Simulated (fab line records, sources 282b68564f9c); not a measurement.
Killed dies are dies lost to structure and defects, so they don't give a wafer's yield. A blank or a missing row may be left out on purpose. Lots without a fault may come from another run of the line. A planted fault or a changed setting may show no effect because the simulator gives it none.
Tool commonality check | flow rit_cmos | 14 lots, 42 wafers sampled

WHY IT WAS OPENED
At RIT_CONTACT_THK_MEAS_01 the reading CONTACT_TEOS_THK is flagged on 2 of 14 lots. Wafers without a fault read 402 nm, standard deviation 5.4.
Rule: a lot is flagged when every wafer of it that has a number lies more than 4 standard deviations from that mean, or none has a number. The other lots count as sound.

lot  | measured    | on            | CONTACT_TEOS_THK (nm), wafer by wafer | flag
L535 | day 3 03:48 | film_metro-01 | 401 403 407                           |
L536 | day 3 08:04 | film_metro-02 | 390 399 403                           |
L537 | day 3 12:23 | film_metro-01 | 403 406 412                           |
L543 | day 4 20:24 | film_metro-01 | 407 405 403                           |
L544 | day 5 04:06 | film_metro-02 | 407 403 409                           |
L545 | day 5 06:45 | film_metro-01 | 397 395 405                           |
L546 | day 5 13:55 | film_metro-01 | 395 400 406                           |
L547 | day 5 20:41 | film_metro-02 | 396 395 402                           |
L549 | day 6 01:50 | film_metro-04 | 402 402 402                           |
L550 | day 6 10:04 | film_metro-04 | 400 397 404                           |
L553 | day 6 21:24 | film_metro-02 | 196 202 201                           | FLAGGED
L556 | day 7 12:12 | film_metro-04 | 206 202 209                           | FLAGGED
L557 | day 7 17:23 | film_metro-01 | 394 404 409                           |
L558 | day 7 21:53 | film_metro-01 | 396 395 397                           |
The numbers of the flagged lots are 203 nm on average: -199 nm against the usual, or -37 standard deviations.

WHICH TOOL RAN EACH LOT
The record holds 1 process step before the reading, out of a route of 202 steps. In each cell: the tool, then ch and the chambers that the sampled wafers went through, then the start.
lot  | flag    | RIT_CONTACT_CVD_00
L535 |         | pecvd-01 ch 0,1,2, day 3 03:45
L536 |         | pecvd-03 ch 0,1,2, day 3 08:01
L537 |         | pecvd-04 ch 0,1,2, day 3 12:19
L543 |         | pecvd-03 ch 0,1,2, day 4 20:21
L544 |         | pecvd-01 ch 0,1,2, day 5 04:03
L545 |         | pecvd-04 ch 0,1,2, day 5 06:42
L546 |         | pecvd-03 ch 0,2, day 5 13:52
L547 |         | pecvd-01 ch 0,2, day 5 20:38
L549 |         | pecvd-04 ch 0,1,2, day 6 01:47
L550 |         | pecvd-01 ch 0,1,2, day 6 10:01
L553 | FLAGGED | pecvd-01 ch 0,2, day 6 21:20
L556 | FLAGGED | pecvd-01 ch 0,2, day 7 12:08
L557 |         | pecvd-04 ch 0,2, day 7 17:19
L558 |         | pecvd-03 ch 0,2, day 7 21:49
What these steps do:
- RIT_CONTACT_CVD_00: deposits SiO2 from TEOS, target thk 400 nm, time 61 s.
- RIT_CONTACT_THK_MEAS_01

FLAGGED OVER TOTAL, TOOL BY TOOL (the gauges that took the reading come last)
step                    | tool          | lots run | flagged | share of the flagged lots | sound lots run after its first flagged lot
RIT_CONTACT_CVD_00      | pecvd-01      | 6        | 2       | all                       | 0
RIT_CONTACT_CVD_00      | pecvd-03      | 4        | 0       | none                      | -
RIT_CONTACT_CVD_00      | pecvd-04      | 4        | 0       | none                      | -
RIT_CONTACT_THK_MEAS_01 | film_metro-01 | 7        | 0       | none                      | -
RIT_CONTACT_THK_MEAS_01 | film_metro-02 | 4        | 1       | some                      | 0
RIT_CONTACT_THK_MEAS_01 | film_metro-04 | 3        | 1       | some                      | 0

WHAT THE TABLE ALLOWS
1 row of the table ran every flagged lot: pecvd-01 at RIT_CONTACT_CVD_00.
- pecvd-01 at RIT_CONTACT_CVD_00: 2 of its 6 lots flagged. Its last sound lot is L550 (day 6 10:01), its first flagged lot L553 (day 6 21:20): a fault that began between those two fits.
One tool is left: pecvd-01 at RIT_CONTACT_CVD_00.

WHAT THE SIMULATOR HAD PUT IN
Process parameter drift: pecvd-01, from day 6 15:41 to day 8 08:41, at RIT_CONTACT_CVD_00. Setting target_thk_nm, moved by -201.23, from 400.
Lots struck among those shown: L553, L556. The rule above found the same.
